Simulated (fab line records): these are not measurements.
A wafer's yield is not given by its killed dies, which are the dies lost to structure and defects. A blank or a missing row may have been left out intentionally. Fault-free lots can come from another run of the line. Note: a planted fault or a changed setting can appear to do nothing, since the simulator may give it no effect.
Commonality check across tools -- flow berkeley cmos170 -- Sampled: 14 lots, 42 wafers

WHY IT WAS OPENED
UCB170_WELLDRIVE_THK_MEAS_02, reading WELLDRIVE_OXIDE_THK: flagged on 2 of 14 lots. Wafers without a fault read 199 nm, standard deviation 3.7.
Rule: a lot is flagged when every wafer of it that has a number lies more than 4 standard deviations from that mean, or none has a number. The rest of the lots are taken to be sound.

lot,measured,on,"WELLDRIVE_OXIDE_THK (nm), wafer by wafer",flag
L560,day 4 07:44,film metro-02,203 198 201,
L565,day 4 15:29,film metro-03,201 201 200,
L564,day 4 20:14,film metro-02,200 202 201,
L567,day 5 16:25,film metro-01,201 201 204,
L566,day 5 16:26,film metro-03,199 198 193,
L568,day 6 06:30,film metro-01,198 196 199,
L571,day 6 06:31,film metro-02,201 202 200,
L572,day 6 21:39,film metro-01,200 201 202,
L574,day 6 21:41,film metro-02,197 204 198,
L575,day 7 01:31,film metro-02,195 196 194,
L576,day 7 01:31,film metro-03,196 196 197,
L578,day 7 06:32,film metro-03,197 205 203,
L582,day 8 01:41,film metro-03,122 115 119,FLAGGED
L581,day 8 06:26,film metro-02,115 113 116,FLAGGED
Average over the flagged lots: 117 nm; offset from the usual -82 nm, equal to -22 standard deviations.

WHICH TOOL EACH LOT WENT THROUGH
The record keeps 1 process step preceding the reading, out of 331 steps on the route. In each cell: the tool, then ch and the chambers that the sampled wafers went through, then the start.
lot,flag,UCB170_WELLDRIVE_OXIDATION_01
L560,,"furnace-02 ch 0, day 4 04:13"
L565,,"furnace-02 ch 0, day 4 11:58"
L564,,"furnace-02 ch 0, day 4 16:43"
L567,,"furnace-02 ch 0, day 5 12:55"
L566,,"furnace-02 ch 0, day 5 12:55"
L568,,"furnace-03 ch 0, day 6 02:59"
L571,,"furnace-03 ch 0, day 6 02:59"
L572,,"furnace-02 ch 0, day 6 18:08"
L574,,"furnace-02 ch 0, day 6 18:08"
L575,,"furnace-04 ch 0, day 6 22:00"
L576,,"furnace-04 ch 0, day 6 22:00"
L578,,"furnace-02 ch 0, day 7 02:59"
L582,FLAGGED,"furnace-02 ch 0, day 7 22:11"
L581,FLAGGED,"furnace-02 ch 0, day 8 02:56"
These steps, and what they do:
- UCB170_WELLDRIVE_OXIDATION_01: target thk 199 nm, ox time 9000 s.
- UCB170_WELLDRIVE_THK_MEAS_02

FLAGGED OVER TOTAL, TOOL BY TOOL (the gauges that took the reading come last)
step,tool,lots run,flagged,share of the flagged lots,sound lots run after its first flagged lot
UCB170_WELLDRIVE_OXIDATION_01,furnace-02,10,2,all,0
UCB170_WELLDRIVE_OXIDATION_01,furnace-03,2,0,none,-
UCB170_WELLDRIVE_OXIDATION_01,furnace-04,2,0,none,-
UCB170_WELLDRIVE_THK_MEAS_02,film metro-01,3,0,none,-
UCB170_WELLDRIVE_THK_MEAS_02,film metro-02,6,1,some,0
UCB170_WELLDRIVE_THK_MEAS_02,film metro-03,5,1,some,0

WHAT IS ALLOWED BY THE TABLE
All flagged lots share 1 row of the table, namely furnace-02 at UCB170_WELLDRIVE_OXIDATION_01.
- furnace-02 at UCB170_WELLDRIVE_OXIDATION_01: 2 of its 10 lots flagged. Its last sound lot is L578 (day 7 02:59), its first flagged lot L582 (day 7 22:11): a fault that began between those two fits.
Left over: one tool, furnace-02 at UCB170_WELLDRIVE_OXIDATION_01.

WHAT THE SIMULATOR PUT IN
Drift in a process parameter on furnace-02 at UCB170_WELLDRIVE_OXIDATION_01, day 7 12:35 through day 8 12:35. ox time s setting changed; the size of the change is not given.
Lots struck among those shown: L582, L581. This agrees with what the rule above found.
